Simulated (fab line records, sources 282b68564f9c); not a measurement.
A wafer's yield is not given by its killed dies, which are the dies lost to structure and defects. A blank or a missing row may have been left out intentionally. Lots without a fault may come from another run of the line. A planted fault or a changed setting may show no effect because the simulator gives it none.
Which tool was responsible?    flow ritCmos    36 wafers from 12 lots sampled at 3 of the route's 202 steps

== WHAT THE GAUGES READ, wafer by wafer ==
RIT_SDANNEAL_RS_MEAS_04: measurement is done with a four-point probe. Usual: PSD_RS gives 115.97 ohm/sq (standard deviation 0.28).
lot   measured     on            PSD_RS (ohm/sq)       flag
L288  day 3 06:04  filmMetro-03  115.88 115.83 116.40  
L289  day 3 10:35  filmMetro-03  115.48 115.70 115.67  
L290  day 3 15:55  filmMetro-03  115.98 116.03 116.22  
L291  day 3 21:59  filmMetro-01  115.62 116.07 115.90  
L297  day 5 05:20  filmMetro-04  121.42 121.56 120.92  OFF
L298  day 5 10:38  filmMetro-04  116.00 115.87 116.18  
L299  day 5 15:58  filmMetro-01  121.49 121.53 121.16  OFF
L303  day 6 12:41  filmMetro-03  116.00 116.18 116.12  
L305  day 7 03:52  filmMetro-01  115.73 115.86 115.82  
L306  day 7 14:16  filmMetro-03  116.13 115.96 116.08  
L308  day 7 21:53  filmMetro-01  116.08 116.28 116.06  
L311  day 8 15:26  filmMetro-04  115.86 116.06 115.63  

RIT_SDANNEAL_RS_MEAS_06: measurement is done with a four-point probe. Usual: PLDD_RS gives 178.8 ohm/sq (standard deviation 0.46).
lot   measured     on            PLDD_RS (ohm/sq)   flag
L288  day 3 06:18  filmMetro-03  178.3 178.2 178.6  
L289  day 3 10:49  filmMetro-03  178.6 179.2 179.4  
L290  day 3 16:10  filmMetro-03  179.5 179.6 179.8  
L291  day 3 22:14  filmMetro-01  178.2 178.8 178.5  
L297  day 5 05:34  filmMetro-04  183.1 183.3 183.1  OFF
L298  day 5 10:53  filmMetro-04  177.8 178.4 178.7  
L299  day 5 16:13  filmMetro-01  184.4 183.9 183.8  OFF
L303  day 6 12:55  filmMetro-03  178.7 178.9 178.9  
L305  day 7 04:06  filmMetro-01  179.1 178.2 179.0  
L306  day 7 14:31  filmMetro-03  179.5 178.2 179.1  
L308  day 7 22:08  filmMetro-01  179.6 178.9 179.0  
L311  day 8 15:41  filmMetro-04  178.4 178.6 178.8  

== WHAT TOOL EACH LOT RAN ON (gives the tool, then ch and the chambers of the sampled wafers, and finally the start) ==
lot   RIT_SDANNEAL_RTA_03
L288  rtpAnneal-01 ch 0, day 3 06:00
L289  rtpAnneal-02 ch 0, day 3 10:31
L290  rtpAnneal-01 ch 0, day 3 15:51
L291  rtpAnneal-02 ch 0, day 3 21:56
L297  rtpAnneal-02 ch 0, day 5 05:15
L298  rtpAnneal-01 ch 0, day 5 10:34
L299  rtpAnneal-02 ch 0, day 5 15:54
L303  rtpAnneal-01 ch 0, day 6 12:37
L305  rtpAnneal-01 ch 0, day 7 03:47
L306  rtpAnneal-01 ch 0, day 7 14:13
L308  rtpAnneal-01 ch 0, day 7 21:49
L311  rtpAnneal-01 ch 0, day 8 15:22
- RIT_SDANNEAL_RTA_03: time 5 s.

== AS READ BY THE TOOLS THEMSELVES (means over the sampled wafers that have a number; for cases with no such wafer, the mark the record gives instead) ==
RIT_SDANNEAL_RTA_03. Usual: rampUpCPerS 342.00, standard deviation 0.064; wafer_temp_C_max 1053.5, standard deviation 1.2.
lot   tool          rampUpCPerS  wafer_temp_C_max  flag
L288  rtpAnneal-01  342.00       1053.4            
L289  rtpAnneal-02  341.97       1053.1            
L290  rtpAnneal-01  342.03       1052.8            
L291  rtpAnneal-02  341.99       1053.7            
L297  rtpAnneal-02  342.00       1045.5            OFF
L298  rtpAnneal-01  342.01       1052.9            
L299  rtpAnneal-02  342.00       1045.6            OFF
L303  rtpAnneal-01  342.03       1053.0            
L305  rtpAnneal-01  341.95       1052.3            
L306  rtpAnneal-01  341.94       1053.0            
L308  rtpAnneal-01  341.98       1053.9            
L311  rtpAnneal-01  342.00       1052.8            

== THE ANSWER, worked out from the rows above alone ==
Rule: take the mean of a lot's wafers that have a number; if it is more than 3 standard deviations from the usual mean, the lot is off. Also off: a lot with no number at a reading for which 4 or more lots have one. The other lots that the step has rows for count as sound. Order of review: gauges by route order, followed by the tools' own readings, for which a lot's mean as printed above is used. The first step at which some lot is off is used, and at that step the reading that is off furthest; a lot without a number counts as furthest.
Off: at RIT_SDANNEAL_RS_MEAS_04 (PSD_RS), L297, L299.
A tool fits if, at a process step before that reading, it ran every lot that is off, and no sound lot after the first of them. Not tried: the gauges at RIT_SDANNEAL_RS_MEAS_04; whatever is off there is also off at RIT_SDANNEAL_RTA_03, on other tools, and gauge error can't account for it. One fits: RIT_SDANNEAL_RTA_03 on rtpAnneal-02. Its last sound lot is L291 (day 3 21:56), its first lot that is off L297 (day 5 05:15): a fault that began between those two fits.
The tool's own readings at RIT_SDANNEAL_RTA_03 bear it out: on the lots that are off they differ by more than 5 times the standard deviation of the sound lots' means. wafer_temp_C_max reads 1045.5 there against 1053.1 on the sound lots.

== WHAT THE SIMULATOR PUT IN ==
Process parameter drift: rtpAnneal-02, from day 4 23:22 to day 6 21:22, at RIT_SDANNEAL_RTA_03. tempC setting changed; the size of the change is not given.
Struck lots among those shown: L297, L299. The rule above reached the same finding.
